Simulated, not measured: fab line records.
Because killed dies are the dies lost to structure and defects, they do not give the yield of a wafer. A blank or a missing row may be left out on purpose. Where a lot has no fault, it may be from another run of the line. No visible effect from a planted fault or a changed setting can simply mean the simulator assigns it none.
A lot that was struck, set against a sound lot + flow berkeleyCmos170 + 14 out of 331 route steps
Sound: the wafers L385.1, L385.2, L385.6. Wafers struck: L377.2, L377.4, L377.5. The cause is given at the end.
At each step with rows: each side's tool, then ch and its chambers, then its first start. Under that, the readings that differ: sound wafers + struck wafers + difference of the means + sigmas: that difference in standard deviations of wafers without a fault.
alike: readings whose means differ by less than 2 such deviations, and words and numbers that are the same on both sides. not compared: withheld readings, readings that some wafer has no value for, bounds like >300 that may hide the same value, and numbers for which the record gives no deviation and whose values overlap.
Wherever a step has rows on one side only, a row that says differs or no value, or a row with sigmas, the two part there. When numbers do not overlap yet have no deviation, they are printed without sigmas and do not part them. A reading that every wafer of one side lacks parts them only if that side has two wafers or more.

first, 3 steps without rows for these wafers: UCB170_PFIELD_EXPOSE_03 (exposes mask PFIELD, target cd 1500 nm); UCB170_PFIELD_PEB_04; UCB170_PFIELD_DEVELOP_05 (develop time 45 s).
UCB170_PFIELD_OVL_MEAS_06:
  sound: overlay-01 at day 7 18:41; struck: overlay-01 at day 6 02:55
  alike: PFIELD_OVL
next, for these wafers, 1 step has no rows: UCB170_PFIELD_IMPLANT_07.
UCB170_PFIELD_STRIP_08: strips in O2.
  sound on plasmaAsher-04 ch 0,1, day 7 18:52; struck on plasmaAsher-04 ch 0,1, day 6 03:05
| reading                      | sound          | struck         | difference | sigmas |
|------------------------------|----------------|----------------|------------|--------|
| chamberPressureMTorr (mTorr) | 3504 3507 3505 | 3497 3492 3499 | -9         | -3     |
  alike: drypumpMotorCurrentA, oesProductAu, stripTimeToEndpointS
  not compared: rfHoursCounterH
UCB170_PFIELD_TW_MEAS_09:
  sound: filmMetro-04 at day 7 18:58; struck: filmMetro-03 at day 6 03:12
| reading   | sound       | struck      | difference | sigmas |
|-----------|-------------|-------------|------------|--------|
| PFIELD_TW | 610 614 614 | 599 602 597 | -13        | -2     |
then, 2 steps without rows for these wafers: UCB170_FIELD_CLEAN_00 (cleans in dHF, time 7.5 s); UCB170_FIELD_OXIDATION_01 (target thk 558.3 nm, ox time 7200 s).
UCB170_FIELD_THK_MEAS_02:
  sound: filmMetro-01 at day 7 23:19; struck: filmMetro-04 at day 6 09:36
  alike: FIELD_OXIDE_THK
then, 2 steps without rows for these wafers: UCB170_FIELD_ANNEAL_03 (time 1200 s); UCB170_FIELD_WET_ETCH_04 (etches SiO2 in dHF, time 60 s).
UCB170_FIELD_WET_ETCH_05: etches Si3N4 in H3PO4, time 12600 s.
  sound on wetBench-01 ch 0, day 8 02:56; struck on wetBench-03 ch 1, day 6 12:27
  no value came back on the struck wafers for bathGuardTempC (C), bathHeatDutyPct (%); on the sound wafers bathGuardTempC (C) reads 160.6 160.5 160.8
| reading                                     | sound             | struck          | difference | sigmas |
|---------------------------------------------|-------------------|-----------------|------------|--------|
| model.Si3N4_of_ACTIVE_CVD_05.thkNm (nm)     | 0 0 0             | 221 218.8 220.2 | +220       |        |
| model.SiO2_of_FIELD_OXIDATION_01.thkNm (nm) | 503.4 499.5 511.3 | 535 537.4 541.1 | +33        |        |
UCB170_FIELD_WET_ETCH_06: etches SiO2 in BOE, time 22 s.
  sound on wetBench-01 ch 0, day 8 06:46; struck on wetBench-01 ch 0, day 6 15:58
| reading                                     | sound             | struck          | difference | sigmas |
|---------------------------------------------|-------------------|-----------------|------------|--------|
| model.SiO2_of_FIELD_OXIDATION_01.thkNm (nm) | 453.9 449.9 461.8 | 484.9 487.4 491 | +32.6      |        |
  alike: bathHeatDutyPct, runLengthS

## WHERE THEY PART
Earliest at UCB170_PFIELD_STRIP_08; latest, in this record, at UCB170_FIELD_WET_ETCH_05. Later steps at which nothing parts them and some readings are alike: UCB170_FIELD_WET_ETCH_06.

WHY: the cause the simulator had injected
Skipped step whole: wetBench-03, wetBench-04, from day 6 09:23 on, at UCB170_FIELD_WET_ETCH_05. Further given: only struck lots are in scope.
